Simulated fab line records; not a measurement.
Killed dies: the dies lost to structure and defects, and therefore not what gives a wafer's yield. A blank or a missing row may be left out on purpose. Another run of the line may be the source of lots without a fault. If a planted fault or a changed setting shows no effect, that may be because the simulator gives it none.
fab line records + flow berkeleyCmos170
record
- lots=7
- wafers=21
- lastDay=12
route steps=331 shown PWELL@50 WELLDRIVE@55 ACTIVE@60
lots that met no fault: from a run of the same line without faults
startH: hours from the record's first day to the start of the lot's first wafer shown + waitH: how many hours have passed since the lot's step before this one + " identical to the entry in the row above + L1.1+2: a single row standing in for several wafers + - no value present, or no start provided + * or withheld: withheld + < > ~ a bound
route shown NAME@n: NAME is a module with steps in the file, n the number in the route of the first one + usual: average and standard deviation across the fault-free wafers + same: alike in all rows + chamber/n: place in a boat + sites: each site's reading + _std_site: the values' standard deviation + _edge_site: mean of outer sites minus mean of inner sites + radiusMm: for every site, how far away it sits from the centre of the wafer + mask NAME#n: copy n + behind: the tool/chamber that last shaped the wafer + hold: why the lot went on hold/how many hours it stayed there/how the hold came to an end + device: which transistor (n, p or np) failed to switch + end of line: the tests these same wafers got at the end of their route + a step without rows: its recipe alone + killed: at the first sort, the dies lost to defects and structure; wafer yield is something else + map: per-die view of a wafer (x killed, . not killed, _ where there is no die)
set.NAME: the setting that was run; set.NAME@STEP: the one run at that earlier step + model.NAME: the simulator's own value behind a step, which no gauge read
lots at some steps of the route; a table a step, a row a wafer
services: the hour from which a tool's chamber was out of use, counted from the record's first day as startH (under 0 if before that day), plus the number of hours and why
## steps
# step UCB170_PWELL_STRIP_16
# recipe
- chemistry=O2
- powerW=400
- pressureMtorr=3500
- platenTempC=withheld
- o2FlowSccm=400
- overashFraction=0.5
# usual
- drypumpMotorCurrentA=5.8/0.53
- oesProductAu=0.720/0.0041
- stripTimeToEndpointS=18.09/0.068
# same
- overashFraction=0.5
| lot.wafer | tool           | chamber | startH | waitH | drypumpMotorCurrentA | oesProductAu | rfHoursCounterH | stripTimeToEndpointS |
|-----------|----------------|---------|--------|-------|----------------------|--------------|-----------------|----------------------|
| L485.2    | plasmaAsher-02 | 0       | 76.35  | 0.1   | 6.4                  | 0.716        | 38              | 18.19                |
| L485.3    | "              | 0       | "      | "     | 6.4                  | 0.714        | -               | 18.07                |
| L485.6    | "              | 0       | "      | "     | 6.5                  | 0.719        | -               | 18.09                |
| L486.1    | plasmaAsher-02 | 1       | 76.49  | 0.1   | 6.6                  | 0.723        | 38              | 17.93                |
| L486.2    | "              | 0       | "      | "     | 6.5                  | 0.715        | 38              | 18.00                |
| L486.4    | "              | 1       | "      | "     | 6.6                  | 0.721        | -               | 17.98                |
| L497.2    | plasmaAsher-01 | 0       | 121.94 | 0.1   | 5.0                  | 0.717        | 37              | 18.24                |
| L497.4    | "              | 0       | "      | "     | 5.0                  | 0.723        | -               | 18.22                |
| L497.6    | "              | 1       | "      | "     | 5.8                  | 0.718        | -               | 18.19                |
| L499.1    | plasmaAsher-03 | 0       | 139.49 | 0.1   | 5.9                  | 0.715        | 2               | 18.03                |
| L499.2    | "              | 1       | "      | "     | 5.3                  | 0.716        | 2               | 18.02                |
| L499.6    | "              | 1       | "      | "     | 5.3                  | 0.723        | -               | 18.09                |
| L498.1    | plasmaAsher-03 | 1       | 139.76 | 0.1   | 5.3                  | 0.724        | 3               | 17.97                |
| L498.2    | "              | 0       | "      | "     | 5.9                  | 0.715        | 3               | 18.04                |
| L498.3    | "              | 1       | "      | "     | 5.3                  | 0.726        | -               | 18.03                |
| L500.1    | plasmaAsher-03 | 0       | 144.57 | 0.1   | 5.9                  | 0.715        | 3               | 18.09                |
| L500.4    | "              | 0       | "      | "     | 5.9                  | 0.713        | -               | 18.23                |
| L500.6    | "              | 1       | "      | "     | 5.3                  | 0.719        | -               | 18.08                |
| L503.2    | plasmaAsher-01 | 0       | 162.15 | 0.1   | 5.0                  | 0.721        | 41              | 17.98                |
| L503.3    | "              | 1       | "      | "     | 5.8                  | 0.721        | -               | 18.04                |
| L503.6    | "              | 0       | "      | "     | 5.0                  | 0.718        | -               | 18.08                |
# step UCB170_PWELL_TW_MEAS_17
# usual
- PWELL_TW=379.5/2.4
| lot.wafer | tool         | chamber | startH | waitH | PWELL_TW |
|-----------|--------------|---------|--------|-------|----------|
| L485.2    | filmMetro-04 | -       | 76.46  | 0.1   | 376.8    |
| L485.3    | "            | -       | "      | "     | 378.2    |
| L485.6    | "            | -       | "      | "     | 375.2    |
| L486.1    | filmMetro-02 | -       | 76.59  | 0.1   | 382.7    |
| L486.2    | "            | -       | "      | "     | 384.0    |
| L486.4    | "            | -       | "      | "     | 382.3    |
| L497.2    | filmMetro-02 | -       | 122.06 | 0.1   | 378.2    |
| L497.4    | "            | -       | "      | "     | 379.3    |
| L497.6    | "            | -       | "      | "     | 379.3    |
| L499.1    | filmMetro-04 | -       | 139.59 | 0.1   | 377.4    |
| L499.2    | "            | -       | "      | "     | 375.2    |
| L499.6    | "            | -       | "      | "     | 375.5    |
| L498.1    | filmMetro-02 | -       | 139.86 | 0.1   | 380.1    |
| L498.2    | "            | -       | "      | "     | 378.5    |
| L498.3    | "            | -       | "      | "     | 379.2    |
| L500.1    | filmMetro-02 | -       | 144.67 | 0.1   | 377.8    |
| L500.4    | "            | -       | "      | "     | 378.7    |
| L500.6    | "            | -       | "      | "     | 379.0    |
| L503.2    | filmMetro-03 | -       | 162.26 | 0.1   | 381.5    |
| L503.3    | "            | -       | "      | "     | 380.1    |
| L503.6    | "            | -       | "      | "     | 380.5    |
# step UCB170_PWELL_CLEAN_18
# recipe
- chemistry=SPM
- tempC=120
- timeS=600
# step UCB170_PWELL_WET_ETCH_19
# recipe
- chemistry=H3PO4
- target=Si3N4
- tempC=160
- timeS=14400
# step UCB170_PWELL_WET_ETCH_20
# recipe
- chemistry=BOE
- dilution=5:1
- target=SiO2
- tempC=25
- timeS=22
# step UCB170_WELLDRIVE_CLEAN_00
# recipe
- chemistry=SPM
- tempC=120
- timeS=600
# step UCB170_WELLDRIVE_OXIDATION_01
# recipe
- tempC=1100
- ambient=O2
- targetThkA=1990
- oxTimeS=9000
# step UCB170_WELLDRIVE_THK_MEAS_02
# recipe
- reads=SiO2_of_WELLDRIVE_OXIDATION_01
# usual
- WELLDRIVE_OXIDE_THK=199/3.8
| lot.wafer | tool         | chamber | startH | waitH | WELLDRIVE_OXIDE_THK[nm] |
|-----------|--------------|---------|--------|-------|-------------------------|
| L486.1    | filmMetro-01 | -       | 88.18  | 0.0   | 198                     |
| L486.2    | "            | -       | "      | "     | 197                     |
| L486.4    | "            | -       | "      | "     | 198                     |
| L485.2    | filmMetro-04 | -       | 88.19  | 0.0   | 201                     |
| L485.3    | "            | -       | "      | "     | 197                     |
| L485.6    | "            | -       | "      | "     | 198                     |
| L497.2    | filmMetro-01 | -       | 134.61 | 0.0   | 195                     |
| L497.4    | "            | -       | "      | "     | 192                     |
| L497.6    | "            | -       | "      | "     | 197                     |
| L499.1    | filmMetro-01 | -       | 148.82 | 0.0   | 198                     |
| L499.2    | "            | -       | "      | "     | 197                     |
| L499.6    | "            | -       | "      | "     | 200                     |
| L498.1    | filmMetro-04 | -       | 155.04 | 0.0   | 202                     |
| L498.2    | "            | -       | "      | "     | 200                     |
| L498.3    | "            | -       | "      | "     | 195                     |
| L500.1    | filmMetro-02 | -       | 155.04 | 0.0   | 192                     |
| L500.4    | "            | -       | "      | "     | 191                     |
| L500.6    | "            | -       | "      | "     | 192                     |
| L503.2    | filmMetro-04 | -       | 177.47 | 0.0   | 196                     |
| L503.3    | "            | -       | "      | "     | 194                     |
| L503.6    | "            | -       | "      | "     | 195                     |
# step UCB170_WELLDRIVE_ANNEAL_03
# recipe
- tempC=1100
- timeS=900
- ambient=N2
# step UCB170_WELLDRIVE_WET_ETCH_04
# recipe
- chemistry=BOE
- dilution=5:1
- target=SiO2
- tempC=25
- timeS=120
# step UCB170_ACTIVE_CLEAN_00
# recipe
- chemistry=SPM
- tempC=120
- timeS=600
# step UCB170_ACTIVE_CLEAN_01
# recipe
- chemistry=dHF
- dilution=25:1
- timeS=60
# step UCB170_ACTIVE_OXIDATION_02
# recipe
- tempC=1000
- ambient=O2
- targetThkA=264
- oxTimeS=1260
# usual
- oxTempC=1000.0/0.38
- oxTempCMax=1003.4/0.71
| lot.wafer | tool       | chamber | startH | waitH | oxTempC | oxTempCMax |
|-----------|------------|---------|--------|-------|---------|------------|
| L485.2    | furnace-04 | 0       | 92.57  | 0.9   | 999.9   | 1003.1     |
| L485.3    | "          | 0       | "      | "     | 1000.0  | 1003.1     |
| L485.6    | "          | 0       | "      | "     | 999.8   | 1002.7     |
| L486.1    | furnace-04 | 0       | 92.57  | 0.9   | 1000.0  | 1003.4     |
| L486.2    | "          | 0       | "      | "     | 999.2   | 1002.7     |
| L486.4    | "          | 0       | "      | "     | 1000.6  | 1004.9     |
| L497.2    | furnace-01 | 0       | 138.74 | 1.4   | 1000.0  | 1003.4     |
| L497.4    | "          | 0       | "      | "     | 1000.7  | 1003.9     |
| L497.6    | "          | 0       | "      | "     | 1000.3  | 1002.8     |
| L499.1    | furnace-04 | -       | 155.83 | 3.9   | -       | -          |
| L499.2    | "          | -       | "      | "     | -       | -          |
| L499.6    | "          | -       | "      | "     | -       | -          |
| L498.1    | furnace-04 | -       | 164.70 | 5.1   | -       | -          |
| L498.2    | "          | -       | "      | "     | -       | -          |
| L498.3    | "          | -       | "      | "     | -       | -          |
| L500.1    | furnace-04 | -       | 164.70 | 5.1   | -       | -          |
| L500.4    | "          | -       | "      | "     | -       | -          |
| L500.6    | "          | -       | "      | "     | -       | -          |
| L503.2    | furnace-04 | 0       | 185.76 | 2.5   | 999.8   | 1003.3     |
| L503.3    | "          | 0       | "      | "     | 999.5   | 1002.8     |
| L503.6    | "          | 0       | "      | "     | 999.8   | 1003.3     |
# step UCB170_ACTIVE_ANNEAL_04
# recipe
- tempC=1000
- timeS=900
- ambient=N2
## services
| tool           | chamber | startH | hours | kind      |
|----------------|---------|--------|-------|-----------|
| plasmaAsher-03 | -       | 59.33  | 2.8   | pm        |
| plasmaAsher-01 | -       | 65.50  | 0.3   | repair    |
| plasmaAsher-01 | -       | 66.56  | 8.9   | repair    |
| plasmaAsher-03 | -       | 73.84  | 14.6  | pm        |
| plasmaAsher-01 | -       | 75.80  | 23.4  | repair    |
| plasmaAsher-01 | -       | 90.60  | 0.9   | repair    |
| plasmaAsher-03 | -       | 108.75 | 9.0   | pm        |
| plasmaAsher-03 | 0       | 108.75 | 9.0   | ventCycle |
| plasmaAsher-03 | 1       | 108.75 | 9.0   | ventCycle |
| plasmaAsher-03 | 0       | 117.75 | -     | clean     |
| plasmaAsher-03 | 1       | 117.75 | -     | clean     |
| plasmaAsher-01 | -       | 145.87 | 6.6   | repair    |
| furnace-04     | -       | 157.18 | 2.9   | pm        |
| furnace-04     | -       | 160.08 | 4.6   | pm        |
## key
firstSign
- step=UCB170_ACTIVE_OXIDATION_02
- reading=toolRecord
- direction=missing
effect none on later readings
metAt UCB170_ACTIVE_OXIDATION_02
struckWafers L498.1,L498.2,L498.3,L499.1,L499.2,L499.6,L500.1,L500.4,L500.6
laterRowsLeftOut L498.1,L498.2,L498.3,L499.1,L499.2,L499.6,L500.1,L500.4,L500.6
sortLeftOut L498.1,L498.2,L498.3,L499.1,L499.2,L499.6,L500.1,L500.4,L500.6
testerLeftOut L498,L499,L500
onsetBetween 92.57 155.83
fault
- kind=skippedStepWhole
- tool=furnace-04
- chamber=-
- onsetH=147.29
- steps=UCB170_ACTIVE_OXIDATION_02
- scope=struckLotsOnly
# testerLeftOut: of these lots the tester's yield and bins aren't shown, on N5 and GAA mostly nor the transistor test; their killed dies are dies lost to structure and defects alone, not to doping, threshold or leakage, so they don't give the yield
# sortLeftOut: the simulated sort isn't trusted on such a fault, so these wafers' sort isn't shown, and their yield isn't known
# laterRowsLeftOut: the simulator's readings of these wafers behind a module that went badly wrong aren't trusted and aren't shown, but for the sort
